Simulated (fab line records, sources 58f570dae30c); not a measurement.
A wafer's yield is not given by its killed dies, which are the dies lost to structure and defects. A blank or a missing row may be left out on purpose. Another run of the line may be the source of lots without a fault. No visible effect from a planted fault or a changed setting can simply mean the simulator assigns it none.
Split-lot trial / flow berkeley_cmos170 / 23 wafers read from 5 lots, route of 331 steps

== THE SPLIT ITSELF ==
At UCB170_NSD_COAT_01 (resist thk 900 nm), the setting resist_thk_nm was moved away from the recipe's 900 nm on 7 of the 23 wafers read, by -2.0% to +3.8%. The other wafers ran this setting at the recipe's value.

The split's own step is where the reading is taken.

== THE READING ==
KrF_of_NSD_COAT_01.thk_nm (the simulator's own value, which no gauge read), in nm, at UCB170_NSD_COAT_01 (resist thk 900 nm). No usual value for it is given in the file. Across the 16 wafers here that went through the recipe, the average is 902.2 nm and the standard deviation 1.4 nm.

wafer=L074.1; tool, chamber at the split=litho_track-02, 0; resist_thk_nm as run, nm=925.6; against the recipe=+2.8%; KrF_of_NSD_COAT_01.thk_nm, nm=928.1; against lot-mates on the recipe=+28.3
wafer=L074.2; tool, chamber at the split=litho_track-02, 0; resist_thk_nm as run, nm=925.6; against the recipe=+2.8%; KrF_of_NSD_COAT_01.thk_nm, nm=926.5; against lot-mates on the recipe=+26.7
wafer=L074.4; tool, chamber at the split=litho_track-02, 0; resist_thk_nm as run, nm=900; against the recipe=recipe; KrF_of_NSD_COAT_01.thk_nm, nm=899.4; against lot-mates on the recipe=-
wafer=L074.5; tool, chamber at the split=litho_track-02, 0; resist_thk_nm as run, nm=900; against the recipe=recipe; KrF_of_NSD_COAT_01.thk_nm, nm=900.2; against lot-mates on the recipe=-
wafer=L074.6; tool, chamber at the split=litho_track-02, 0; resist_thk_nm as run, nm=925.6; against the recipe=+2.8%; KrF_of_NSD_COAT_01.thk_nm, nm=926.6; against lot-mates on the recipe=+26.8
wafer=L076.1; tool, chamber at the split=litho_track-04, 0; resist_thk_nm as run, nm=900; against the recipe=recipe; KrF_of_NSD_COAT_01.thk_nm, nm=901; against lot-mates on the recipe=-
wafer=L076.2; tool, chamber at the split=litho_track-04, 0; resist_thk_nm as run, nm=900; against the recipe=recipe; KrF_of_NSD_COAT_01.thk_nm, nm=902.1; against lot-mates on the recipe=-
wafer=L076.4; tool, chamber at the split=litho_track-04, 0; resist_thk_nm as run, nm=900; against the recipe=recipe; KrF_of_NSD_COAT_01.thk_nm, nm=902.1; against lot-mates on the recipe=-
wafer=L076.3; tool, chamber at the split=litho_track-04, 0; resist_thk_nm as run, nm=900; against the recipe=recipe; KrF_of_NSD_COAT_01.thk_nm, nm=905.5; against lot-mates on the recipe=-
wafer=L076.6; tool, chamber at the split=litho_track-04, 0; resist_thk_nm as run, nm=900; against the recipe=recipe; KrF_of_NSD_COAT_01.thk_nm, nm=902.2; against lot-mates on the recipe=-
wafer=L075.4; tool, chamber at the split=litho_track-02, 0; resist_thk_nm as run, nm=900; against the recipe=recipe; KrF_of_NSD_COAT_01.thk_nm, nm=904.3; against lot-mates on the recipe=-
wafer=L075.5; tool, chamber at the split=litho_track-02, 0; resist_thk_nm as run, nm=900; against the recipe=recipe; KrF_of_NSD_COAT_01.thk_nm, nm=902; against lot-mates on the recipe=-
wafer=L075.6; tool, chamber at the split=litho_track-02, 0; resist_thk_nm as run, nm=900; against the recipe=recipe; KrF_of_NSD_COAT_01.thk_nm, nm=902.5; against lot-mates on the recipe=-
wafer=L077.2; tool, chamber at the split=litho_track-02, 0; resist_thk_nm as run, nm=900; against the recipe=recipe; KrF_of_NSD_COAT_01.thk_nm, nm=903.5; against lot-mates on the recipe=-
wafer=L077.3; tool, chamber at the split=litho_track-02, 0; resist_thk_nm as run, nm=900; against the recipe=recipe; KrF_of_NSD_COAT_01.thk_nm, nm=901.2; against lot-mates on the recipe=-
wafer=L077.4; tool, chamber at the split=litho_track-02, 0; resist_thk_nm as run, nm=900; against the recipe=recipe; KrF_of_NSD_COAT_01.thk_nm, nm=902.3; against lot-mates on the recipe=-
wafer=L077.5; tool, chamber at the split=litho_track-02, 0; resist_thk_nm as run, nm=934.6; against the recipe=+3.8%; KrF_of_NSD_COAT_01.thk_nm, nm=935.7; against lot-mates on the recipe=+33.4
wafer=L077.6; tool, chamber at the split=litho_track-02, 0; resist_thk_nm as run, nm=934.6; against the recipe=+3.8%; KrF_of_NSD_COAT_01.thk_nm, nm=939.6; against lot-mates on the recipe=+37.3
wafer=L084.1; tool, chamber at the split=litho_track-02, 0; resist_thk_nm as run, nm=882.3; against the recipe=-2.0%; KrF_of_NSD_COAT_01.thk_nm, nm=884.3; against lot-mates on the recipe=-18.1
wafer=L084.2; tool, chamber at the split=litho_track-02, 0; resist_thk_nm as run, nm=900; against the recipe=recipe; KrF_of_NSD_COAT_01.thk_nm, nm=901.3; against lot-mates on the recipe=-
wafer=L084.3; tool, chamber at the split=litho_track-02, 0; resist_thk_nm as run, nm=900; against the recipe=recipe; KrF_of_NSD_COAT_01.thk_nm, nm=903.1; against lot-mates on the recipe=-
wafer=L084.4; tool, chamber at the split=litho_track-02, 0; resist_thk_nm as run, nm=882.3; against the recipe=-2.0%; KrF_of_NSD_COAT_01.thk_nm, nm=881.3; against lot-mates on the recipe=-21.1
wafer=L084.6; tool, chamber at the split=litho_track-02, 0; resist_thk_nm as run, nm=900; against the recipe=recipe; KrF_of_NSD_COAT_01.thk_nm, nm=902.8; against lot-mates on the recipe=-

FIT RESULTS
A straight line over all 23 wafers: KrF_of_NSD_COAT_01.thk_nm changes by +9.16 nm for each +1% of resist_thk_nm; r = +0.99; the points scatter about the line by 1.6 nm.
The same after taking each lot's own level away (the mean of its wafers on the recipe; 23 wafers): +9.47 nm for each +1%; r = +1.00; scatter 1.3 nm.
Per that fit: largest resist_thk_nm move, reading shift of 36 nm.
The span of the lots' own levels, 899.80 to 902.93 nm, comes to 2.2 times the standard deviation stated above.
Hence the lot-to-lot level has little effect on the slope; both slopes agree.
Check: with one of the wafers moved furthest among these (+3.8%) left out of the fit, the line predicts +37.2 nm for it against its lot-mates. It came out at +33.4 nm against them.

== OTHER SPLITS ON THESE WAFERS ==
Before the reading, these wafers also passed through other splits. Each is held against what the fit with the lots' levels taken away leaves over:
other split on the same wafers=UCB170_SPACER_CVD_00 time_s; wafers away from the commonest value=8; r with KrF_of_NSD_COAT_01.thk_nm (lot level and that fit taken away)=+0.08

== THE WHOLE CHAIN: every reading that the file lists as answering this split, in the file's order ==
step=UCB170_NSD_COAT_01; what it does=resist thk 900 nm; reading=KrF_of_NSD_COAT_01.thk_nm (the simulator's own value, which no gauge read); change (the file's fit)=+9.43 nm for each +1% of the setting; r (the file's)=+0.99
step=UCB170_NSD_STRIP_09; what it does=strips in O2; reading=strip_time_to_endpoint_s; change (the file's fit)=withheld for each +1% of the setting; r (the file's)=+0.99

== THE FILE'S OWN FIT ==
KrF_of_NSD_COAT_01.thk_nm changes by +9.43 nm for each +1% of resist_thk_nm, r = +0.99.
